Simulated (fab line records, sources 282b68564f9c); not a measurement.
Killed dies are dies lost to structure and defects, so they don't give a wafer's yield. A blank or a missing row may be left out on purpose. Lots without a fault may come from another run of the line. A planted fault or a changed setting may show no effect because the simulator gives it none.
Which tool did it? | flow rit_cmos | 7 lots, 21 wafers sampled, at 2 steps of a route of 202

WHAT THE GAUGES READ, wafer by wafer
RIT_NWELL_TW_MEAS_10.
lot  | measured    | on            | NWELL_TW
L688 | day 2 03:56 | film_metro-02 | 2670 2673 2680
L692 | day 3 01:03 | film_metro-02 | 2146 2153 2162
L698 | day 4 07:17 | film_metro-04 | 2133 2128 2137
L702 | day 5 02:29 | film_metro-02 | 2155 2136 2149
L704 | day 5 10:39 | film_metro-02 | 2145 2150 2149
L707 | day 6 02:34 | film_metro-02 | 2141 2132 2138
L709 | day 6 15:26 | film_metro-04 | 2155 2158 2164

WHICH TOOL RAN EACH LOT (tool, then ch and the chambers of the sampled wafers, then the start)
lot  | RIT_NWELL_IMPLANT_08
L688 | implanter-04 ch 0, day 2 03:19
L692 | implanter-04 ch 0, day 3 00:44
L698 | implanter-01 ch 0, day 4 06:58
L702 | implanter-02 ch 0, day 5 02:10
L704 | implanter-02 ch 0, day 5 10:20
L707 | implanter-04 ch 0, day 6 02:14
L709 | implanter-04 ch 0, day 6 15:07
- RIT_NWELL_IMPLANT_08

THE ANSWER, worked out from the rows above alone
Rule: what is usual is taken from the lots themselves. Put in order of their means at a reading, lots are off if they are a third of the lots or fewer, leave a main group of 4 or more, and stand apart from it by a gap of 3 or more times the standard deviation of the main group's means; of several such gaps the widest counts. A main group whose means are all the same, to the digits that the tables above print for the reading, isn't used. A lot without any number at a reading at which 4 lots or more have one is off too. The other lots that the step has rows for count as sound.
Off: L688, at RIT_NWELL_TW_MEAS_10 (NWELL_TW). The main group: mean 2146, standard deviation 9.
A tool fits if, at a process step before that reading, it ran every lot that is off, and no sound lot after the first of them. The gauges at RIT_NWELL_TW_MEAS_10 are tried like those tools. None of those tried fits.

WHAT THE SIMULATOR HAD PUT IN
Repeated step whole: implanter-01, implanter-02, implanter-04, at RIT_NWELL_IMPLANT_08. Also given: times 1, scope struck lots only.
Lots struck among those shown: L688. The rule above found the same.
